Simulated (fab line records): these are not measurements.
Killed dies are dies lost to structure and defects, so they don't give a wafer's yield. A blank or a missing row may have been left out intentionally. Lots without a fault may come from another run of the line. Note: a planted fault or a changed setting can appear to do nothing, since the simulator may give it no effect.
Which of the tools did it? + flow berkeley_cmos170 + Sampling: 13 lots, 39 wafers, 6 of 331 route steps

== WHAT THE GAUGES SHOWED, per wafer ==
UCB170_PSD_CD_MEAS_06: target cd 1200 nm.
| lot  | measured     | on        | cd_nm (nm)           |
|------|--------------|-----------|----------------------|
| L871 | day 6 16:52  | cd_sem-01 | 1196.5 1198.6 1198.6 |
| L872 | day 6 17:07  | cd_sem-02 | 1200.3 1200.3 1199.7 |
| L873 | day 7 04:09  | cd_sem-02 | 1199.0 1200.4 1201.6 |
| L875 | day 7 04:24  | cd_sem-02 | 1200.4 1201.1 1200.0 |
| L874 | day 7 03:53  | cd_sem-02 | 1201.3 1202.7 1200.7 |
| L878 | day 8 01:45  | cd_sem-01 | 1202.8 1202.2 1201.0 |
| L885 | day 9 15:38  | cd_sem-02 | 1201.8 1202.9 1202.6 |
| L887 | day 10 03:23 | cd_sem-02 | 1202.2 1200.2 1202.2 |
| L888 | day 10 15:31 | cd_sem-01 | 1201.8 1200.9 1200.2 |
| L889 | day 10 15:35 | cd_sem-02 | 1197.5 1198.8 1198.4 |
| L890 | day 10 18:42 | cd_sem-02 | 1201.7 1200.8 1201.7 |
| L891 | day 10 18:49 | cd_sem-01 | 1200.2 1200.5 1201.2 |
| L892 | day 11 12:08 | cd_sem-02 | 1201.7 1200.7 1200.5 |

UCB170_NSD_TW_MEAS_10.
| lot  | measured     | on            | NSD_TW            |
|------|--------------|---------------|-------------------|
| L871 | day 6 19:05  | film_metro-04 | 4203 4216 4194    |
| L872 | day 6 19:38  | film_metro-04 | 4229 4189 4198    |
| L873 | day 7 06:35  | film_metro-03 | 4140 4128 4134    |
| L875 | day 7 06:49  | film_metro-03 | 4136 4143 4122    |
| L874 | day 7 06:20  | film_metro-04 | 4229 4218 4219    |
| L878 | day 8 04:11  | film_metro-04 | 30 30 30 30 30 30 |
| L885 | day 9 18:00  | film_metro-03 | 4155 4152 4137    |
| L887 | day 10 07:21 | film_metro-01 | 4178 4197 4208    |
| L888 | day 10 17:38 | film_metro-01 | 4187 4184 4194    |
| L889 | day 10 17:59 | film_metro-03 | 4144 4109 4140    |
| L890 | day 10 21:37 | film_metro-04 | 4230 4255 4242    |
| L891 | day 10 22:05 | film_metro-04 | 4215 4203 4213    |
| L892 | day 11 14:05 | film_metro-01 | 4166 4185 4192    |

UCB170_CONTACT_CD_MEAS_15: target cd 700 nm.
| lot  | measured     | on        | cd_nm (nm)        |
|------|--------------|-----------|-------------------|
| L871 | day 7 00:59  | cd_sem-01 | 700.2 700.8 700.7 |
| L872 | day 7 01:45  | cd_sem-02 | 700.0 697.9 699.5 |
| L873 | day 7 14:24  | cd_sem-01 | 702.3 700.8 701.9 |
| L875 | day 7 14:11  | cd_sem-02 | 698.3 698.9 699.7 |
| L874 | day 7 14:04  | cd_sem-02 | 697.6 698.9 698.3 |
| L885 | day 10 00:09 | cd_sem-02 | 698.1 697.8 699.3 |
| L887 | day 10 14:41 | cd_sem-01 | 700.0 700.3 701.7 |
| L888 | day 11 00:26 | cd_sem-02 | 701.3 701.5 701.0 |
| L889 | day 11 00:40 | cd_sem-01 | 699.3 700.0 698.5 |
| L890 | day 11 06:31 | cd_sem-02 | 701.3 700.8 701.4 |
| L891 | day 11 06:47 | cd_sem-01 | 701.1 701.2 701.6 |
| L892 | day 11 22:59 | cd_sem-01 | 700.1 698.7 699.4 |

== WHAT TOOL EACH LOT RAN ON (gives the tool, then ch and the chambers of the sampled wafers, and finally the start) ==
| lot  | UCB170_NLDD_STRIP_10                 | UCB170_PSD_STRIP_09                  | UCB170_NSD_STRIP_09                  |
|------|--------------------------------------|--------------------------------------|--------------------------------------|
| L871 | plasma_asher-04 ch 0,1, day 6 11:09  | plasma_asher-01 ch 0,1, day 6 17:10  | plasma_asher-02 ch 0,1, day 6 18:59  |
| L872 | plasma_asher-02 ch 1, day 6 11:10    | plasma_asher-01 ch 0,1, day 6 17:25  | plasma_asher-02 ch 0,1, day 6 19:32  |
| L873 | plasma_asher-01 ch 0,1, day 6 19:25  | plasma_asher-03 ch 0,1, day 7 04:26  | plasma_asher-04 ch 0,1, day 7 06:29  |
| L875 | plasma_asher-01 ch 0,1, day 6 20:03  | plasma_asher-02 ch 0,1, day 7 04:43  | plasma_asher-03 ch 0,1, day 7 06:43  |
| L874 | plasma_asher-02 ch 0, day 6 20:07    | plasma_asher-02 ch 1, day 7 04:20    | plasma_asher-02 ch 0,1, day 7 06:14  |
| L878 | plasma_asher-04 ch 0,1, day 7 19:00  | plasma_asher-03 ch 0,1, day 8 02:02  | plasma_asher-02 ch 0,1, day 8 04:04  |
| L885 | plasma_asher-04 ch 0,1, day 9 10:03  | plasma_asher-01 ch 0,1, day 9 15:55  | plasma_asher-03 ch 0,1, day 9 17:53  |
| L887 | plasma_asher-01 ch 0,1, day 9 22:24  | plasma_asher-03 ch 0,1, day 10 03:42 | plasma_asher-03 ch 0,1, day 10 07:16 |
| L888 | plasma_asher-01 ch 0, day 10 09:20   | plasma_asher-03 ch 0,1, day 10 15:49 | plasma_asher-04 ch 0,1, day 10 17:32 |
| L889 | plasma_asher-04 ch 1, day 10 09:35   | plasma_asher-01 ch 0,1, day 10 15:53 | plasma_asher-03 ch 0,1, day 10 17:53 |
| L890 | plasma_asher-04 ch 0, day 10 13:49   | plasma_asher-02 ch 0,1, day 10 19:01 | plasma_asher-04 ch 0,1, day 10 21:31 |
| L891 | plasma_asher-02 ch 0,1, day 10 14:33 | plasma_asher-03 ch 0,1, day 10 19:08 | plasma_asher-02 ch 0,1, day 10 21:59 |
| L892 | plasma_asher-04 ch 0, day 11 05:14   | plasma_asher-02 ch 0,1, day 11 12:25 | plasma_asher-04 ch 0,1, day 11 13:59 |
- UCB170_NLDD_STRIP_10: strips in O2.
- UCB170_PSD_STRIP_09: strips in O2.
- UCB170_NSD_STRIP_09: strips in O2.

== AS READ BY THE TOOLS THEMSELVES (means over the sampled wafers that have a number; for cases with no such wafer, the mark the record gives instead) ==
UCB170_NLDD_STRIP_10.
| lot  | tool            | chamber_pressure_mTorr (mTorr) | drypump_motor_current_A (A) | oes_product_au (a.u.) | strip_time_to_endpoint_s (s) |
|------|-----------------|--------------------------------|-----------------------------|-----------------------|------------------------------|
| L871 | plasma_asher-04 | 3498                           | 5.9                         | 0.732                 | 21.81                        |
| L872 | plasma_asher-02 | 3499                           | 5.2                         | 0.732                 | 21.66                        |
| L873 | plasma_asher-01 | 3498                           | 5.6                         | 0.735                 | 21.62                        |
| L875 | plasma_asher-01 | 3499                           | 5.6                         | 0.732                 | 21.63                        |
| L874 | plasma_asher-02 | 3499                           | 5.7                         | 0.735                 | 21.64                        |
| L878 | plasma_asher-04 | 3498                           | 5.9                         | 0.730                 | 21.72                        |
| L885 | plasma_asher-04 | 3499                           | 5.6                         | 0.733                 | 21.74                        |
| L887 | plasma_asher-01 | 3499                           | 5.7                         | 0.741                 | 21.63                        |
| L888 | plasma_asher-01 | 3498                           | 5.7                         | 0.738                 | 21.74                        |
| L889 | plasma_asher-04 | 3499                           | 6.2                         | 0.732                 | 21.64                        |
| L890 | plasma_asher-04 | 3501                           | 5.3                         | 0.738                 | 21.68                        |
| L891 | plasma_asher-02 | 3500                           | 5.4                         | 0.733                 | 21.73                        |
| L892 | plasma_asher-04 | 3503                           | 5.3                         | 0.732                 | 21.79                        |

UCB170_PSD_STRIP_09.
| lot  | tool            | chamber_pressure_mTorr (mTorr) | drypump_motor_current_A (A) | oes_product_au (a.u.) | strip_time_to_endpoint_s (s) |
|------|-----------------|--------------------------------|-----------------------------|-----------------------|------------------------------|
| L871 | plasma_asher-01 | 3499                           | 5.66                        | 0.600                 | 29.47                        |
| L872 | plasma_asher-01 | 3494                           | 5.64                        | 0.603                 | 29.42                        |
| L873 | plasma_asher-03 | 3498                           | 5.56                        | 0.602                 | 29.41                        |
| L875 | plasma_asher-02 | 3499                           | 5.36                        | 0.601                 | 29.56                        |
| L874 | plasma_asher-02 | 3501                           | 5.17                        | 0.599                 | 29.45                        |
| L878 | plasma_asher-03 | 3501                           | 5.57                        | 0.441                 | -                            |
| L885 | plasma_asher-01 | 3499                           | 5.63                        | 0.595                 | 29.54                        |
| L887 | plasma_asher-03 | 3501                           | 5.57                        | 0.597                 | 29.48                        |
| L888 | plasma_asher-03 | 3499                           | 5.58                        | 0.605                 | 29.47                        |
| L889 | plasma_asher-01 | 3502                           | 5.61                        | 0.597                 | 29.48                        |
| L890 | plasma_asher-02 | 3500                           | 5.34                        | 0.598                 | 29.39                        |
| L891 | plasma_asher-03 | 3501                           | 5.57                        | 0.599                 | 29.54                        |
| L892 | plasma_asher-02 | 3497                           | 5.35                        | 0.603                 | 29.44                        |

UCB170_NSD_STRIP_09.
| lot  | tool            | chamber_pressure_mTorr (mTorr) | drypump_motor_current_A (A) | oes_product_au (a.u.) | strip_time_to_endpoint_s (s) |
|------|-----------------|--------------------------------|-----------------------------|-----------------------|------------------------------|
| L871 | plasma_asher-02 | 3499.4                         | 5.4                         | 0.534                 | 35.76                        |
| L872 | plasma_asher-02 | 3498.8                         | 5.4                         | 0.538                 | 35.83                        |
| L873 | plasma_asher-04 | 3499.5                         | 5.9                         | 0.538                 | 35.93                        |
| L875 | plasma_asher-03 | 3500.6                         | 5.6                         | 0.535                 | 35.88                        |
| L874 | plasma_asher-02 | 3498.6                         | 5.4                         | 0.534                 | 35.87                        |
| L878 | plasma_asher-02 | 3502.5                         | 5.5                         | 0.606                 | 56.37                        |
| L885 | plasma_asher-03 | 3502.6                         | 5.6                         | 0.531                 | 35.72                        |
| L887 | plasma_asher-03 | 3498.9                         | 5.6                         | 0.530                 | 35.83                        |
| L888 | plasma_asher-04 | 3499.0                         | 5.6                         | 0.531                 | 35.81                        |
| L889 | plasma_asher-03 | 3503.5                         | 5.5                         | 0.531                 | 35.85                        |
| L890 | plasma_asher-04 | 3500.5                         | 5.9                         | 0.531                 | 35.83                        |
| L891 | plasma_asher-02 | 3499.0                         | 5.3                         | 0.535                 | 35.71                        |
| L892 | plasma_asher-04 | 3500.1                         | 5.9                         | 0.537                 | 35.85                        |

== THE ANSWER, worked out from the rows above alone ==
Rule: the usual values come from the lots themselves. Put in order of their means at a reading, lots are off if they are a third of the lots or fewer, leave a main group of 4 or more, and stand apart from it by a gap of 3 or more times the standard deviation of the main group's means; of several such gaps the widest counts. The tables above print the reading to a certain number of digits; a main group whose means all agree to those digits is not used. Also off: a lot with no number at a reading for which 4 or more lots have one. Where the step has rows for the other lots, those lots are counted as sound. After the gauges, taken in route order, come the tools' own readings; for these a lot's mean is taken, as printed above. The first step at which some lot is off is used, and at that step the reading that is off furthest; a lot without a number counts as furthest.
Off: L878, at UCB170_NSD_TW_MEAS_10 (NSD_TW). The main group has a mean of 4183 with a standard deviation of 36.
If a tool, at a process step before that reading, ran all the lots that are off and no sound lot after the first of them, it fits. Not tried: the gauges at UCB170_NSD_TW_MEAS_10; whatever is off there is also off at UCB170_PSD_STRIP_09, on other tools, and gauge error can't account for it. Not one of the candidates tried fits.

== WHAT THE SIMULATOR HAD INSERTED ==
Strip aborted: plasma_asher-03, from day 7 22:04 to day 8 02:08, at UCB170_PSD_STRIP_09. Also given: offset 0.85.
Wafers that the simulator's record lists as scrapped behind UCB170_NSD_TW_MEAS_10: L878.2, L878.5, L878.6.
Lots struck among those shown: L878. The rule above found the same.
